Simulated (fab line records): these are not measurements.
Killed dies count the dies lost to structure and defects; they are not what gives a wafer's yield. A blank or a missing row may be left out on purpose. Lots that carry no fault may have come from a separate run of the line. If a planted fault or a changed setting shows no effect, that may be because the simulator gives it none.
fab line records / flow berkeley_cmos170
record lots=16 wafers=48 last_day=13
route steps=331 shown ACTIVE@74 FIELD@91 NVT@107 GATE@139
lots that met no fault: from a run of the same line without faults
start_h: the number of hours between the record's first day and the start of the first shown wafer of the lot / wait_h: hours from the lot's prior step to this one / " repeats the value in the row above / L1.1+2: several wafers, shown together as one row / - no value, or no start given / * or withheld: withheld / < > ~ a bound
route shown NAME@n: names a module that has steps shown in the file, with the first one's number in the route / usual: mean/standard deviation taken from wafers without a fault / same: alike in all rows / chamber/n: place in a boat / sites: the reading at each site / _std_site: the values' standard deviation / _edge_site: outer sites' mean less inner sites' / radius_mm: for every site, how far away it sits from the centre of the wafer / mask NAME#n: copy n / behind: the tool/chamber that last shaped the wafer / hold: the reason the lot was held/the length of the hold in hours/how it ended / device: which transistor (n, p or np) failed to switch / end of line: tests run on the same wafers once the route is complete / where a step has no rows: the recipe by itself / killed: dies that structure and defects cost at the first sort, which is not the same as the wafer's yield / map: a wafer's dies, x killed, . not, _ none there
set.NAME: the setting that was run; set.NAME@STEP: the one run at that earlier step / model.NAME: the simulator's own value behind a step, which no gauge read
a sample of lots followed through the steps of the route, with each step as a table and each wafer as a row
services: the hour from which a tool's chamber was out of use, counted from the record's first day as start_h (under 0 if before that day), plus the number of hours and why
## steps
# step UCB170_ACTIVE_OVL_MEAS_14
# usual ACTIVE_OVL=1/5
lot.wafer=L538.4 tool=overlay-01 chamber=- start_h=105.72 wait_h=0.1 ACTIVE_OVL[nm]=-3
lot.wafer=L538.5 tool=overlay-01 chamber=- start_h=105.72 wait_h=0.1 ACTIVE_OVL[nm]=2
lot.wafer=L538.6 tool=overlay-01 chamber=- start_h=105.72 wait_h=0.1 ACTIVE_OVL[nm]=-4
lot.wafer=L540.2 tool=overlay-01 chamber=- start_h=114.86 wait_h=0.1 ACTIVE_OVL[nm]=3
lot.wafer=L540.4 tool=overlay-01 chamber=- start_h=114.86 wait_h=0.1 ACTIVE_OVL[nm]=0
lot.wafer=L540.5 tool=overlay-01 chamber=- start_h=114.86 wait_h=0.1 ACTIVE_OVL[nm]=2
lot.wafer=L539.2 tool=overlay-01 chamber=- start_h=115.37 wait_h=0.1 ACTIVE_OVL[nm]=6
lot.wafer=L539.3 tool=overlay-01 chamber=- start_h=115.37 wait_h=0.1 ACTIVE_OVL[nm]=-4
lot.wafer=L539.4 tool=overlay-01 chamber=- start_h=115.37 wait_h=0.1 ACTIVE_OVL[nm]=4
lot.wafer=L542.3 tool=overlay-01 chamber=- start_h=121.87 wait_h=0.1 ACTIVE_OVL[nm]=-3
lot.wafer=L542.5 tool=overlay-01 chamber=- start_h=121.87 wait_h=0.1 ACTIVE_OVL[nm]=-2
lot.wafer=L542.6 tool=overlay-01 chamber=- start_h=121.87 wait_h=0.1 ACTIVE_OVL[nm]=-1
lot.wafer=L543.1 tool=overlay-01 chamber=- start_h=122.03 wait_h=0.1 ACTIVE_OVL[nm]=-3
lot.wafer=L543.3 tool=overlay-01 chamber=- start_h=122.03 wait_h=0.1 ACTIVE_OVL[nm]=0
lot.wafer=L543.4 tool=overlay-01 chamber=- start_h=122.03 wait_h=0.1 ACTIVE_OVL[nm]=2
lot.wafer=L545.3 tool=overlay-02 chamber=- start_h=139.86 wait_h=0.1 ACTIVE_OVL[nm]=-2
lot.wafer=L545.5 tool=overlay-02 chamber=- start_h=139.86 wait_h=0.1 ACTIVE_OVL[nm]=7
lot.wafer=L545.6 tool=overlay-02 chamber=- start_h=139.86 wait_h=0.1 ACTIVE_OVL[nm]=2
lot.wafer=L546.2 tool=overlay-01 chamber=- start_h=140.04 wait_h=0.1 ACTIVE_OVL[nm]=-7
lot.wafer=L546.4 tool=overlay-01 chamber=- start_h=140.04 wait_h=0.1 ACTIVE_OVL[nm]=-7
lot.wafer=L546.5 tool=overlay-01 chamber=- start_h=140.04 wait_h=0.1 ACTIVE_OVL[nm]=-10
lot.wafer=L548.1 tool=overlay-01 chamber=- start_h=149.57 wait_h=0.1 ACTIVE_OVL[nm]=4
lot.wafer=L548.4 tool=overlay-01 chamber=- start_h=149.57 wait_h=0.1 ACTIVE_OVL[nm]=3
lot.wafer=L548.6 tool=overlay-01 chamber=- start_h=149.57 wait_h=0.1 ACTIVE_OVL[nm]=5
lot.wafer=L552.2 tool=overlay-02 chamber=- start_h=149.85 wait_h=0.1 ACTIVE_OVL[nm]=4
lot.wafer=L552.4 tool=overlay-02 chamber=- start_h=149.85 wait_h=0.1 ACTIVE_OVL[nm]=5
lot.wafer=L552.5 tool=overlay-02 chamber=- start_h=149.85 wait_h=0.1 ACTIVE_OVL[nm]=-7
lot.wafer=L547.2 tool=overlay-01 chamber=- start_h=150.12 wait_h=0.1 ACTIVE_OVL[nm]=8
lot.wafer=L547.5 tool=overlay-01 chamber=- start_h=150.12 wait_h=0.1 ACTIVE_OVL[nm]=7
lot.wafer=L547.6 tool=overlay-01 chamber=- start_h=150.12 wait_h=0.1 ACTIVE_OVL[nm]=2
lot.wafer=L550.4 tool=overlay-02 chamber=- start_h=150.61 wait_h=0.1 ACTIVE_OVL[nm]=1
lot.wafer=L550.5 tool=overlay-02 chamber=- start_h=150.61 wait_h=0.1 ACTIVE_OVL[nm]=2
lot.wafer=L550.6 tool=overlay-02 chamber=- start_h=150.61 wait_h=0.1 ACTIVE_OVL[nm]=-4
lot.wafer=L551.1 tool=overlay-02 chamber=- start_h=150.84 wait_h=0.1 ACTIVE_OVL[nm]=6
lot.wafer=L551.3 tool=overlay-02 chamber=- start_h=150.84 wait_h=0.1 ACTIVE_OVL[nm]=6
lot.wafer=L551.4 tool=overlay-02 chamber=- start_h=150.84 wait_h=0.1 ACTIVE_OVL[nm]=11
lot.wafer=L549.1 tool=overlay-01 chamber=- start_h=150.96 wait_h=0.1 ACTIVE_OVL[nm]=-8
lot.wafer=L549.2 tool=overlay-01 chamber=- start_h=150.96 wait_h=0.1 ACTIVE_OVL[nm]=-4
lot.wafer=L549.6 tool=overlay-01 chamber=- start_h=150.96 wait_h=0.1 ACTIVE_OVL[nm]=-4
lot.wafer=L553.1 tool=overlay-01 chamber=- start_h=161.03 wait_h=0.1 ACTIVE_OVL[nm]=4
lot.wafer=L553.4 tool=overlay-01 chamber=- start_h=161.03 wait_h=0.1 ACTIVE_OVL[nm]=7
lot.wafer=L553.6 tool=overlay-01 chamber=- start_h=161.03 wait_h=0.1 ACTIVE_OVL[nm]=3
lot.wafer=L555.1 tool=overlay-01 chamber=- start_h=174.87 wait_h=0.1 ACTIVE_OVL[nm]=-10
lot.wafer=L555.2 tool=overlay-01 chamber=- start_h=174.87 wait_h=0.1 ACTIVE_OVL[nm]=1
lot.wafer=L555.5 tool=overlay-01 chamber=- start_h=174.87 wait_h=0.1 ACTIVE_OVL[nm]=-7
lot.wafer=L560.1 tool=overlay-01 chamber=- start_h=199.43 wait_h=0.1 ACTIVE_OVL[nm]=-3
lot.wafer=L560.2 tool=overlay-01 chamber=- start_h=199.43 wait_h=0.1 ACTIVE_OVL[nm]=-6
lot.wafer=L560.4 tool=overlay-01 chamber=- start_h=199.43 wait_h=0.1 ACTIVE_OVL[nm]=-5
# step UCB170_FIELD_THK_MEAS_02
# recipe reads=SiO2_of_FIELD_OXIDATION_01
# usual FIELD_OXIDE_THK=565/10
lot.wafer=L538.4 tool=film_metro-02 chamber=- start_h=114.83 wait_h=0.0 FIELD_OXIDE_THK[nm]=540
lot.wafer=L538.5 tool=film_metro-02 chamber=- start_h=114.83 wait_h=0.0 FIELD_OXIDE_THK[nm]=544
lot.wafer=L538.6 tool=film_metro-02 chamber=- start_h=114.83 wait_h=0.0 FIELD_OXIDE_THK[nm]=539
lot.wafer=L539.2 tool=film_metro-03 chamber=- start_h=122.56 wait_h=0.0 FIELD_OXIDE_THK[nm]=571
lot.wafer=L539.3 tool=film_metro-03 chamber=- start_h=122.56 wait_h=0.0 FIELD_OXIDE_THK[nm]=559
lot.wafer=L539.4 tool=film_metro-03 chamber=- start_h=122.56 wait_h=0.0 FIELD_OXIDE_THK[nm]=567
lot.wafer=L540.2 tool=film_metro-02 chamber=- start_h=122.56 wait_h=0.0 FIELD_OXIDE_THK[nm]=564
lot.wafer=L540.4 tool=film_metro-02 chamber=- start_h=122.56 wait_h=0.0 FIELD_OXIDE_THK[nm]=567
lot.wafer=L540.5 tool=film_metro-02 chamber=- start_h=122.56 wait_h=0.0 FIELD_OXIDE_THK[nm]=562
lot.wafer=L543.1 tool=film_metro-03 chamber=- start_h=130.88 wait_h=0.0 FIELD_OXIDE_THK[nm]=562
lot.wafer=L543.3 tool=film_metro-03 chamber=- start_h=130.88 wait_h=0.0 FIELD_OXIDE_THK[nm]=569
lot.wafer=L543.4 tool=film_metro-03 chamber=- start_h=130.88 wait_h=0.0 FIELD_OXIDE_THK[nm]=567
lot.wafer=L542.3 tool=film_metro-03 chamber=- start_h=130.96 wait_h=0.1 FIELD_OXIDE_THK[nm]=591
lot.wafer=L542.5 tool=film_metro-03 chamber=- start_h=130.96 wait_h=0.1 FIELD_OXIDE_THK[nm]=578
lot.wafer=L542.6 tool=film_metro-03 chamber=- start_h=130.96 wait_h=0.1 FIELD_OXIDE_THK[nm]=581
lot.wafer=L545.3 tool=film_metro-01 chamber=- start_h=149.40 wait_h=0.0 FIELD_OXIDE_THK[nm]=558
lot.wafer=L545.5 tool=film_metro-01 chamber=- start_h=149.40 wait_h=0.0 FIELD_OXIDE_THK[nm]=554
lot.wafer=L545.6 tool=film_metro-01 chamber=- start_h=149.40 wait_h=0.0 FIELD_OXIDE_THK[nm]=572
lot.wafer=L546.2 tool=film_metro-02 chamber=- start_h=149.44 wait_h=0.1 FIELD_OXIDE_THK[nm]=565
lot.wafer=L546.4 tool=film_metro-02 chamber=- start_h=149.44 wait_h=0.1 FIELD_OXIDE_THK[nm]=568
lot.wafer=L546.5 tool=film_metro-02 chamber=- start_h=149.44 wait_h=0.1 FIELD_OXIDE_THK[nm]=572
lot.wafer=L548.1 tool=film_metro-01 chamber=- start_h=160.13 wait_h=0.0 FIELD_OXIDE_THK[nm]=564
lot.wafer=L548.4 tool=film_metro-01 chamber=- start_h=160.13 wait_h=0.0 FIELD_OXIDE_THK[nm]=564
lot.wafer=L548.6 tool=film_metro-01 chamber=- start_h=160.13 wait_h=0.0 FIELD_OXIDE_THK[nm]=571
lot.wafer=L552.2 tool=film_metro-02 chamber=- start_h=160.14 wait_h=0.0 FIELD_OXIDE_THK[nm]=556
lot.wafer=L552.4 tool=film_metro-02 chamber=- start_h=160.14 wait_h=0.0 FIELD_OXIDE_THK[nm]=563
lot.wafer=L552.5 tool=film_metro-02 chamber=- start_h=160.14 wait_h=0.0 FIELD_OXIDE_THK[nm]=560
lot.wafer=L551.1 tool=film_metro-03 chamber=- start_h=160.16 wait_h=0.0 FIELD_OXIDE_THK[nm]=555
lot.wafer=L551.3 tool=film_metro-03 chamber=- start_h=160.16 wait_h=0.0 FIELD_OXIDE_THK[nm]=551
lot.wafer=L551.4 tool=film_metro-03 chamber=- start_h=160.16 wait_h=0.0 FIELD_OXIDE_THK[nm]=555
lot.wafer=L547.2 tool=film_metro-01 chamber=- start_h=160.20 wait_h=0.1 FIELD_OXIDE_THK[nm]=569
lot.wafer=L547.5 tool=film_metro-01 chamber=- start_h=160.20 wait_h=0.1 FIELD_OXIDE_THK[nm]=560
lot.wafer=L547.6 tool=film_metro-01 chamber=- start_h=160.20 wait_h=0.1 FIELD_OXIDE_THK[nm]=570
lot.wafer=L549.1 tool=film_metro-03 chamber=- start_h=160.22 wait_h=0.1 FIELD_OXIDE_THK[nm]=564
lot.wafer=L549.2 tool=film_metro-03 chamber=- start_h=160.22 wait_h=0.1 FIELD_OXIDE_THK[nm]=565
lot.wafer=L549.6 tool=film_metro-03 chamber=- start_h=160.22 wait_h=0.1 FIELD_OXIDE_THK[nm]=575
lot.wafer=L550.4 tool=film_metro-02 chamber=- start_h=160.22 wait_h=0.1 FIELD_OXIDE_THK[nm]=558
lot.wafer=L550.5 tool=film_metro-02 chamber=- start_h=160.22 wait_h=0.1 FIELD_OXIDE_THK[nm]=554
lot.wafer=L550.6 tool=film_metro-02 chamber=- start_h=160.22 wait_h=0.1 FIELD_OXIDE_THK[nm]=558
lot.wafer=L553.1 tool=film_metro-01 chamber=- start_h=171.53 wait_h=0.0 FIELD_OXIDE_THK[nm]=561
lot.wafer=L553.4 tool=film_metro-01 chamber=- start_h=171.53 wait_h=0.0 FIELD_OXIDE_THK[nm]=576
lot.wafer=L553.6 tool=film_metro-01 chamber=- start_h=171.53 wait_h=0.0 FIELD_OXIDE_THK[nm]=571
lot.wafer=L555.1 tool=film_metro-02 chamber=- start_h=184.74 wait_h=0.1 FIELD_OXIDE_THK[nm]=585
lot.wafer=L555.2 tool=film_metro-02 chamber=- start_h=184.74 wait_h=0.1 FIELD_OXIDE_THK[nm]=581
lot.wafer=L555.5 tool=film_metro-02 chamber=- start_h=184.74 wait_h=0.1 FIELD_OXIDE_THK[nm]=587
lot.wafer=L560.1 tool=film_metro-03 chamber=- start_h=211.40 wait_h=0.0 FIELD_OXIDE_THK[nm]=561
lot.wafer=L560.2 tool=film_metro-03 chamber=- start_h=211.40 wait_h=0.0 FIELD_OXIDE_THK[nm]=565
lot.wafer=L560.4 tool=film_metro-03 chamber=- start_h=211.40 wait_h=0.0 FIELD_OXIDE_THK[nm]=563
# step UCB170_NVT_EXPOSE_03
# recipe mask_id=PWELL target_cd_nm=3000 na=0.5 sigma_outer=0.6 source_shape=conventional dose_mj=30
lot.wafer=L538.4+5+6 tool=krf_scanner-02 chamber=0 start_h=139.27 wait_h=0.1 mask=PWELL#0
lot.wafer=L539.2+3+4 tool=krf_scanner-01 chamber=0 start_h=147.96 wait_h=0.2 mask=PWELL#0
lot.wafer=L540.2+4+5 tool=krf_scanner-01 chamber=0 start_h=148.29 wait_h=0.1 mask=PWELL#0
lot.wafer=L543.1+3+4 tool=krf_scanner-02 chamber=0 start_h=156.66 wait_h=0.3 mask=PWELL#0
lot.wafer=L542.3+5+6 tool=krf_scanner-02 chamber=0 start_h=156.82 wait_h=0.1 mask=PWELL#0
lot.wafer=L545.3+5+6 tool=krf_scanner-01 chamber=0 start_h=176.14 wait_h=0.1 mask=PWELL#0
lot.wafer=L546.2+4+5 tool=krf_scanner-01 chamber=0 start_h=176.24 wait_h=0.1 mask=PWELL#0
lot.wafer=L547.2+5+6 tool=krf_scanner-01 chamber=0 start_h=189.37 wait_h=0.1 mask=PWELL#0
lot.wafer=L548.1+4+6 tool=krf_scanner-02 chamber=0 start_h=189.60 wait_h=0.3 mask=PWELL#0
lot.wafer=L551.1+3+4 tool=krf_scanner-02 chamber=0 start_h=189.71 wait_h=0.4 mask=PWELL#0
lot.wafer=L549.1+2+6 tool=krf_scanner-01 chamber=0 start_h=189.95 wait_h=0.3 mask=PWELL#0
lot.wafer=L552.2+4+5 tool=krf_scanner-01 chamber=0 start_h=190.09 wait_h=0.4 mask=PWELL#0
lot.wafer=L550.4+5+6 tool=krf_scanner-01 chamber=0 start_h=190.25 wait_h=0.4 mask=PWELL#0
lot.wafer=L553.1+4+6 tool=krf_scanner-01 chamber=0 start_h=205.30 wait_h=0.1 mask=PWELL#0
lot.wafer=L555.1+2+5 tool=krf_scanner-02 chamber=0 start_h=221.45 wait_h=0.2 mask=PWELL#0
lot.wafer=L560.1+2+4 tool=krf_scanner-02 chamber=0 start_h=241.87 wait_h=0.3 mask=PWELL#0
# step UCB170_NVT_OVL_MEAS_06
# usual NVT_OVL=-5/7.2
lot.wafer=L538.4 tool=overlay-02 chamber=- start_h=140.20 wait_h=- NVT_OVL[nm]=-14
lot.wafer=L538.5 tool=overlay-02 chamber=- start_h=140.20 wait_h=- NVT_OVL[nm]=-14
lot.wafer=L538.6 tool=overlay-02 chamber=- start_h=140.20 wait_h=- NVT_OVL[nm]=-16
lot.wafer=L539.2 tool=overlay-01 chamber=- start_h=148.41 wait_h=- NVT_OVL[nm]=-8
lot.wafer=L539.3 tool=overlay-01 chamber=- start_h=148.41 wait_h=- NVT_OVL[nm]=-3
lot.wafer=L539.4 tool=overlay-01 chamber=- start_h=148.41 wait_h=- NVT_OVL[nm]=-6
lot.wafer=L540.2 tool=overlay-02 chamber=- start_h=148.68 wait_h=- NVT_OVL[nm]=0
lot.wafer=L540.4 tool=overlay-02 chamber=- start_h=148.68 wait_h=- NVT_OVL[nm]=4
lot.wafer=L540.5 tool=overlay-02 chamber=- start_h=148.68 wait_h=- NVT_OVL[nm]=-4
lot.wafer=L543.1 tool=overlay-02 chamber=- start_h=157.48 wait_h=- NVT_OVL[nm]=-12
lot.wafer=L543.3 tool=overlay-02 chamber=- start_h=157.48 wait_h=- NVT_OVL[nm]=-8
lot.wafer=L543.4 tool=overlay-02 chamber=- start_h=157.48 wait_h=- NVT_OVL[nm]=-9
lot.wafer=L542.3 tool=overlay-01 chamber=- start_h=157.53 wait_h=- NVT_OVL[nm]=-13
lot.wafer=L542.5 tool=overlay-01 chamber=- start_h=157.53 wait_h=- NVT_OVL[nm]=-8
lot.wafer=L542.6 tool=overlay-01 chamber=- start_h=157.53 wait_h=- NVT_OVL[nm]=-14
lot.wafer=L545.3 tool=overlay-02 chamber=- start_h=177.24 wait_h=- NVT_OVL[nm]=1
lot.wafer=L545.5 tool=overlay-02 chamber=- start_h=177.24 wait_h=- NVT_OVL[nm]=9
lot.wafer=L545.6 tool=overlay-02 chamber=- start_h=177.24 wait_h=- NVT_OVL[nm]=1
lot.wafer=L546.2 tool=overlay-01 chamber=- start_h=177.49 wait_h=- NVT_OVL[nm]=-11
lot.wafer=L546.4 tool=overlay-01 chamber=- start_h=177.49 wait_h=- NVT_OVL[nm]=-1
lot.wafer=L546.5 tool=overlay-01 chamber=- start_h=177.49 wait_h=- NVT_OVL[nm]=-9
lot.wafer=L547.2 tool=overlay-02 chamber=- start_h=190.16 wait_h=- NVT_OVL[nm]=-1
lot.wafer=L547.5 tool=overlay-02 chamber=- start_h=190.16 wait_h=- NVT_OVL[nm]=-4
lot.wafer=L547.6 tool=overlay-02 chamber=- start_h=190.16 wait_h=- NVT_OVL[nm]=-1
lot.wafer=L548.1 tool=overlay-02 chamber=- start_h=190.35 wait_h=- NVT_OVL[nm]=-15
lot.wafer=L548.4 tool=overlay-02 chamber=- start_h=190.35 wait_h=- NVT_OVL[nm]=-9
lot.wafer=L548.6 tool=overlay-02 chamber=- start_h=190.35 wait_h=- NVT_OVL[nm]=-15
lot.wafer=L551.1 tool=overlay-01 chamber=- start_h=190.43 wait_h=- NVT_OVL[nm]=-12
lot.wafer=L551.3 tool=overlay-01 chamber=- start_h=190.43 wait_h=- NVT_OVL[nm]=-14
lot.wafer=L551.4 tool=overlay-01 chamber=- start_h=190.43 wait_h=- NVT_OVL[nm]=-8
lot.wafer=L549.1 tool=overlay-02 chamber=- start_h=190.55 wait_h=- NVT_OVL[nm]=495
lot.wafer=L549.2 tool=overlay-02 chamber=- start_h=190.55 wait_h=- NVT_OVL[nm]=495
lot.wafer=L549.6 tool=overlay-02 chamber=- start_h=190.55 wait_h=- NVT_OVL[nm]=490
lot.wafer=L552.2 tool=overlay-01 chamber=- start_h=190.64 wait_h=- NVT_OVL[nm]=497
lot.wafer=L552.4 tool=overlay-01 chamber=- start_h=190.64 wait_h=- NVT_OVL[nm]=507
lot.wafer=L552.5 tool=overlay-01 chamber=- start_h=190.64 wait_h=- NVT_OVL[nm]=500
lot.wafer=L550.4 tool=overlay-02 chamber=- start_h=190.72 wait_h=- NVT_OVL[nm]=491
lot.wafer=L550.5 tool=overlay-02 chamber=- start_h=190.72 wait_h=- NVT_OVL[nm]=502
lot.wafer=L550.6 tool=overlay-02 chamber=- start_h=190.72 wait_h=- NVT_OVL[nm]=494
lot.wafer=L553.1 tool=overlay-02 chamber=- start_h=205.70 wait_h=- NVT_OVL[nm]=497
lot.wafer=L553.4 tool=overlay-02 chamber=- start_h=205.70 wait_h=- NVT_OVL[nm]=499
lot.wafer=L553.6 tool=overlay-02 chamber=- start_h=205.70 wait_h=- NVT_OVL[nm]=502
lot.wafer=L555.1 tool=overlay-01 chamber=- start_h=221.85 wait_h=- NVT_OVL[nm]=-5
lot.wafer=L555.2 tool=overlay-01 chamber=- start_h=221.85 wait_h=- NVT_OVL[nm]=-6
lot.wafer=L555.5 tool=overlay-01 chamber=- start_h=221.85 wait_h=- NVT_OVL[nm]=-5
lot.wafer=L560.1 tool=overlay-02 chamber=- start_h=242.77 wait_h=- NVT_OVL[nm]=-12
lot.wafer=L560.2 tool=overlay-02 chamber=- start_h=242.77 wait_h=- NVT_OVL[nm]=-12
lot.wafer=L560.4 tool=overlay-02 chamber=- start_h=242.77 wait_h=- NVT_OVL[nm]=-15
# step UCB170_GATE_OVL_MEAS_13
# usual GATE_OVL=-1/5.3
lot.wafer=L538.4 tool=overlay-01 chamber=- start_h=155.78 wait_h=0.1 GATE_OVL[nm]=6
lot.wafer=L538.5 tool=overlay-01 chamber=- start_h=155.78 wait_h=0.1 GATE_OVL[nm]=-2
lot.wafer=L538.6 tool=overlay-01 chamber=- start_h=155.78 wait_h=0.1 GATE_OVL[nm]=2
lot.wafer=L540.2 tool=overlay-02 chamber=- start_h=164.18 wait_h=0.1 GATE_OVL[nm]=-2
lot.wafer=L540.4 tool=overlay-02 chamber=- start_h=164.18 wait_h=0.1 GATE_OVL[nm]=-2
lot.wafer=L540.5 tool=overlay-02 chamber=- start_h=164.18 wait_h=0.1 GATE_OVL[nm]=2
lot.wafer=L539.2 tool=overlay-01 chamber=- start_h=164.33 wait_h=0.1 GATE_OVL[nm]=-9
lot.wafer=L539.3 tool=overlay-01 chamber=- start_h=164.33 wait_h=0.1 GATE_OVL[nm]=-10
lot.wafer=L539.4 tool=overlay-01 chamber=- start_h=164.33 wait_h=0.1 GATE_OVL[nm]=-12
lot.wafer=L543.1 tool=overlay-01 chamber=- start_h=173.08 wait_h=0.1 GATE_OVL[nm]=-2
lot.wafer=L543.3 tool=overlay-01 chamber=- start_h=173.08 wait_h=0.1 GATE_OVL[nm]=7
lot.wafer=L543.4 tool=overlay-01 chamber=- start_h=173.08 wait_h=0.1 GATE_OVL[nm]=6
lot.wafer=L542.3 tool=overlay-01 chamber=- start_h=173.28 wait_h=0.1 GATE_OVL[nm]=-2
lot.wafer=L542.5 tool=overlay-01 chamber=- start_h=173.28 wait_h=0.1 GATE_OVL[nm]=-7
lot.wafer=L542.6 tool=overlay-01 chamber=- start_h=173.28 wait_h=0.1 GATE_OVL[nm]=0
lot.wafer=L546.2 tool=overlay-02 chamber=- start_h=200.64 wait_h=0.1 GATE_OVL[nm]=-1
lot.wafer=L546.4 tool=overlay-02 chamber=- start_h=200.64 wait_h=0.1 GATE_OVL[nm]=-6
lot.wafer=L546.5 tool=overlay-02 chamber=- start_h=200.64 wait_h=0.1 GATE_OVL[nm]=-3
lot.wafer=L545.3 tool=overlay-01 chamber=- start_h=200.72 wait_h=0.1 GATE_OVL[nm]=1
lot.wafer=L545.5 tool=overlay-01 chamber=- start_h=200.72 wait_h=0.1 GATE_OVL[nm]=3
lot.wafer=L545.6 tool=overlay-01 chamber=- start_h=200.72 wait_h=0.1 GATE_OVL[nm]=3
lot.wafer=L551.1 tool=overlay-01 chamber=- start_h=215.06 wait_h=0.1 GATE_OVL[nm]=-11
lot.wafer=L551.3 tool=overlay-01 chamber=- start_h=215.06 wait_h=0.1 GATE_OVL[nm]=-13
lot.wafer=L551.4 tool=overlay-01 chamber=- start_h=215.06 wait_h=0.1 GATE_OVL[nm]=-6
lot.wafer=L548.1 tool=overlay-02 chamber=- start_h=215.24 wait_h=0.1 GATE_OVL[nm]=-4
lot.wafer=L548.4 tool=overlay-02 chamber=- start_h=215.24 wait_h=0.1 GATE_OVL[nm]=5
lot.wafer=L548.6 tool=overlay-02 chamber=- start_h=215.24 wait_h=0.1 GATE_OVL[nm]=-3
lot.wafer=L550.4 tool=overlay-02 chamber=- start_h=215.37 wait_h=0.1 GATE_OVL[nm]=-2
lot.wafer=L550.5 tool=overlay-02 chamber=- start_h=215.37 wait_h=0.1 GATE_OVL[nm]=3
lot.wafer=L550.6 tool=overlay-02 chamber=- start_h=215.37 wait_h=0.1 GATE_OVL[nm]=9
lot.wafer=L549.1 tool=overlay-01 chamber=- start_h=215.51 wait_h=0.1 GATE_OVL[nm]=-8
lot.wafer=L549.2 tool=overlay-01 chamber=- start_h=215.51 wait_h=0.1 GATE_OVL[nm]=-3
lot.wafer=L549.6 tool=overlay-01 chamber=- start_h=215.51 wait_h=0.1 GATE_OVL[nm]=0
lot.wafer=L547.2 tool=overlay-02 chamber=- start_h=215.60 wait_h=0.1 GATE_OVL[nm]=8
lot.wafer=L547.5 tool=overlay-02 chamber=- start_h=215.60 wait_h=0.1 GATE_OVL[nm]=1
lot.wafer=L547.6 tool=overlay-02 chamber=- start_h=215.60 wait_h=0.1 GATE_OVL[nm]=5
lot.wafer=L552.2 tool=overlay-01 chamber=- start_h=215.72 wait_h=0.1 GATE_OVL[nm]=6
lot.wafer=L552.4 tool=overlay-01 chamber=- start_h=215.72 wait_h=0.1 GATE_OVL[nm]=-2
lot.wafer=L552.5 tool=overlay-01 chamber=- start_h=215.72 wait_h=0.1 GATE_OVL[nm]=-4
lot.wafer=L553.1 tool=overlay-02 chamber=- start_h=224.93 wait_h=0.1 GATE_OVL[nm]=-16
lot.wafer=L553.4 tool=overlay-02 chamber=- start_h=224.93 wait_h=0.1 GATE_OVL[nm]=-1
lot.wafer=L553.6 tool=overlay-02 chamber=- start_h=224.93 wait_h=0.1 GATE_OVL[nm]=1
lot.wafer=L555.1 tool=overlay-02 chamber=- start_h=244.20 wait_h=0.1 GATE_OVL[nm]=-2
lot.wafer=L555.2 tool=overlay-02 chamber=- start_h=244.20 wait_h=0.1 GATE_OVL[nm]=9
lot.wafer=L555.5 tool=overlay-02 chamber=- start_h=244.20 wait_h=0.1 GATE_OVL[nm]=6
lot.wafer=L560.1 tool=overlay-02 chamber=- start_h=259.14 wait_h=0.1 GATE_OVL[nm]=7
lot.wafer=L560.2 tool=overlay-02 chamber=- start_h=259.14 wait_h=0.1 GATE_OVL[nm]=-3
lot.wafer=L560.4 tool=overlay-02 chamber=- start_h=259.14 wait_h=0.1 GATE_OVL[nm]=-8
## services
tool=krf_scanner-01 chamber=- start_h=156.13 hours=1.3 kind=pm
tool=krf_scanner-02 chamber=- start_h=158.60 hours=0.8 kind=pm
tool=krf_scanner-01 chamber=0 start_h=201.15 hours=- kind=calibration
tool=krf_scanner-02 chamber=- start_h=227.25 hours=1.0 kind=pm
## key
first_sign step=UCB170_NVT_OVL_MEAS_06 reading=NVT_OVL direction=up sigmas=69 usual=-5 struck=497
effect none on later readings
met_at UCB170_NVT_EXPOSE_03
struck_lots L549,L550,L552,L553
tester_left_out L549,L550,L552,L553
not_acting_at UCB170_ACTIVE_OVL_MEAS_14,UCB170_FIELD_THK_MEAS_02,UCB170_GATE_OVL_MEAS_13
fault kind=scanner_matching_overlay tool=krf_scanner-01 chamber=- onset_h=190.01 steps=UCB170_NVT_EXPOSE_03 offset=496.26
# tester_left_out: of these lots the tester's yield and bins aren't shown, on N5 and GAA mostly nor the transistor test; their killed dies are dies lost to structure and defects alone, not to doping, threshold or leakage, so they don't give the yield
